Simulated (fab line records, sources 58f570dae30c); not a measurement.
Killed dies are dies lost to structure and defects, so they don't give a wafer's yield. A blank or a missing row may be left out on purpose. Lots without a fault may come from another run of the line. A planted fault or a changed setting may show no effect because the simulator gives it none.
Which tool did it? | flow berkeley_cmos170 | 14 lots, 42 wafers sampled, at 5 steps of a route of 331

WHAT THE GAUGES READ, wafer by wafer
UCB170_PFIELD_TW_MEAS_09.
lot  | measured    | on            | PFIELD_TW
L400 | day 5 09:20 | film_metro-02 | 607.2 609.2 609.6
L402 | day 5 13:49 | film_metro-02 | 606.8 610.2 606.0
L403 | day 5 17:52 | film_metro-02 | 609.9 609.3 612.3
L408 | day 6 18:40 | film_metro-02 | 613.1 608.6 610.7
L412 | day 7 13:34 | film_metro-03 | 606.5 612.4 611.0
L411 | day 7 14:17 | film_metro-04 | 607.9 608.4 607.0
L410 | day 7 14:20 | film_metro-03 | 606.8 608.1 608.3
L413 | day 8 07:33 | film_metro-04 | 611.6 611.3 613.7
L415 | day 8 07:35 | film_metro-03 | 608.7 606.9 612.8
L414 | day 8 07:39 | film_metro-02 | 608.4 606.9 607.6
L418 | day 8 17:14 | film_metro-02 | 610.3 610.5 606.0
L416 | day 8 17:35 | film_metro-02 | 610.3 611.1 606.2
L420 | day 9 12:35 | film_metro-04 | 604.9 603.9 605.5
L422 | day 9 20:16 | film_metro-03 | 609.2 606.1 609.3

UCB170_NVT_TW_MEAS_09.
lot  | measured     | on            | NVT_TW
L400 | day 6 20:41  | film_metro-03 | 523.9 524.3 527.0
L402 | day 7 04:01  | film_metro-03 | 527.1 525.7 527.3
L403 | day 7 04:11  | film_metro-02 | 525.8 528.5 526.1
L408 | day 8 06:26  | film_metro-03 | 606.7 606.8 606.2 605.6 607.5 609.2
L412 | day 8 21:00  | film_metro-02 | 525.0 524.0 525.5
L411 | day 8 20:31  | film_metro-04 | 528.1 527.2 529.5
L410 | day 8 20:47  | film_metro-04 | 612.7 612.6 613.5 608.5 608.7 608.2
L413 | day 9 17:55  | film_metro-03 | 523.6 525.1 525.8
L415 | day 9 18:07  | film_metro-03 | 523.8 525.3 525.5
L414 | day 9 17:49  | film_metro-03 | 524.5 526.2 526.3
L418 | day 10 10:06 | film_metro-04 | 526.1 524.1 526.8
L416 | day 10 09:58 | film_metro-02 | 523.9 523.6 523.3
L420 | day 11 00:38 | film_metro-02 | 524.3 521.5 526.7
L422 | day 11 12:16 | film_metro-03 | 524.5 525.3 527.8

UCB170_V1_CD_MEAS_12: target cd 700 nm.
lot  | measured     | on        | cd_nm (nm)
L400 | day 8 19:35  | cd_sem-01 | 698.8 698.0 698.7
L402 | day 9 06:26  | cd_sem-02 | 697.5 698.1 698.6
L403 | day 9 04:58  | cd_sem-01 | 700.0 700.4 700.3
L408 | day 10 07:54 | cd_sem-02 | 700.1 700.2 699.6
L412 | day 10 21:41 | cd_sem-02 | 698.5 698.1 698.2
L411 | day 10 21:26 | cd_sem-01 | 699.9 699.6 700.2
L410 | day 10 22:14 | cd_sem-01 | 698.7 697.4 699.0
L413 | day 11 23:07 | cd_sem-02 | 701.0 699.7 700.2
L415 | day 11 23:23 | cd_sem-02 | 701.8 701.5 701.5
L414 | day 11 23:41 | cd_sem-02 | 700.2 701.4 699.4
L418 | day 12 14:19 | cd_sem-01 | 701.4 700.4 702.0
L416 | day 12 18:59 | cd_sem-01 | 700.3 700.5 700.0
L420 | day 13 03:21 | cd_sem-01 | 698.5 698.7 699.4
L422 | day 13 11:49 | cd_sem-01 | 698.2 700.0 697.9

UCB170_M2_THK_MEAS_03: measures by xrf.
lot  | measured     | on            | M2_AL_THK (nm)
L400 | day 8 20:24  | film_metro-02 | 892 887 880
L402 | day 9 07:16  | film_metro-02 | 879 878 877
L403 | day 9 05:50  | film_metro-01 | 889 892 888
L408 | day 10 08:43 | film_metro-02 | 880 889 882
L412 | day 10 22:31 | film_metro-01 | 900 893 883
L411 | day 10 22:16 | film_metro-03 | 891 890 891
L410 | day 10 23:03 | film_metro-03 | 900 885 885
L413 | day 11 23:56 | film_metro-02 | 877 884 877
L415 | day 12 00:17 | film_metro-02 | 878 876 876
L414 | day 12 00:32 | film_metro-02 | 879 881 877
L418 | day 12 15:07 | film_metro-03 | 883 883 884
L416 | day 12 20:02 | film_metro-03 | 899 905 908
L420 | day 13 04:10 | film_metro-02 | 881 887 873
L422 | day 13 12:43 | film_metro-02 | 902 883 890

WHICH TOOL RAN EACH LOT (tool, then ch and the chambers of the sampled wafers, then the start)
lot  | UCB170_NVT_IMPLANT_07
L400 | implanter-03 ch 0, day 6 20:26
L402 | implanter-01 ch 0, day 7 03:46
L403 | implanter-01 ch 0, day 7 03:56
L408 | implanter-03 ch 0, day 8 06:11
L412 | implanter-04 ch 0, day 8 20:45
L411 | implanter-01 ch 0, day 8 20:16
L410 | implanter-03 ch 0, day 8 20:32
L413 | implanter-01 ch 0, day 9 17:40
L415 | implanter-01 ch 0, day 9 17:49
L414 | implanter-01 ch 0, day 9 17:29
L418 | implanter-01 ch 0, day 10 09:53
L416 | implanter-04 ch 0, day 10 09:45
L420 | implanter-04 ch 0, day 11 00:24
L422 | implanter-04 ch 0, day 11 12:01
- UCB170_NVT_IMPLANT_07

WHAT THE TOOLS THEMSELVES READ (means of the sampled wafers that have a number; where no wafer has one, the mark that the record gives instead)
UCB170_NVT_IMPLANT_07.
lot  | tool         | dose_ions_cm2 | faraday_current_uA
L400 | implanter-03 | 3.003e+12     | 9.64
L402 | implanter-01 | 3.002e+12     | 9.49
L403 | implanter-01 | 3.006e+12     | 9.51
L408 | implanter-03 | 4.799e+12     | 15.35
L412 | implanter-04 | 3.003e+12     | 9.53
L411 | implanter-01 | 3.005e+12     | 9.62
L410 | implanter-03 | 4.802e+12     | 15.33
L413 | implanter-01 | 2.998e+12     | 9.52
L415 | implanter-01 | 3.002e+12     | 9.48
L414 | implanter-01 | 3.000e+12     | 9.30
L418 | implanter-01 | 3.001e+12     | 9.66
L416 | implanter-04 | 3.005e+12     | 9.30
L420 | implanter-04 | 2.999e+12     | 9.40
L422 | implanter-04 | 3.002e+12     | 9.46

THE ANSWER, worked out from the rows above alone
Rule: what is usual is taken from the lots themselves. Put in order of their means at a reading, lots are off if they are a third of the lots or fewer, leave a main group of 4 or more, and stand apart from it by a gap of 3 or more times the standard deviation of the main group's means; of several such gaps the widest counts. A main group whose means are all the same, to the digits that the tables above print for the reading, isn't used. A lot without any number at a reading at which 4 lots or more have one is off too. The other lots that the step has rows for count as sound. The gauges are gone through in route order, then the tools' own readings, and for those a lot's mean is taken as printed above. The first step at which some lot is off is used, and at that step the reading that is off furthest; a lot without a number counts as furthest.
Off: L408, L410, at UCB170_NVT_TW_MEAS_09 (NVT_TW). The main group: mean 525.5, standard deviation 1.2.
A tool fits if, at a process step before that reading, it ran every lot that is off, and no sound lot after the first of them. The gauges at UCB170_NVT_TW_MEAS_09 aren't tried: what is off there is off at UCB170_NVT_IMPLANT_07 too, on other tools, and a gauge's error can't cause that. One fits: implanter-03 at UCB170_NVT_IMPLANT_07. Its last sound lot is L400 (day 6 20:26), its first lot that is off L408 (day 8 06:11): a fault that began between those two fits.
The tool's own readings at UCB170_NVT_IMPLANT_07 bear it out: on the lots that are off they differ by more than 5 times the standard deviation of the sound lots' means. dose_ions_cm2 reads 4.800e+12 there against 3.002e+12 on the sound lots; faraday_current_uA reads 15.34 there against 9.49 on the sound lots.

WHAT THE SIMULATOR HAD PUT IN
Process parameter drift: implanter-03, from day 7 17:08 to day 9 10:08, at UCB170_NVT_IMPLANT_07. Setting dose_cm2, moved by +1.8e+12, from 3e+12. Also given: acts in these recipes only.
Lots struck among those shown: L408, L410. The rule above found the same.
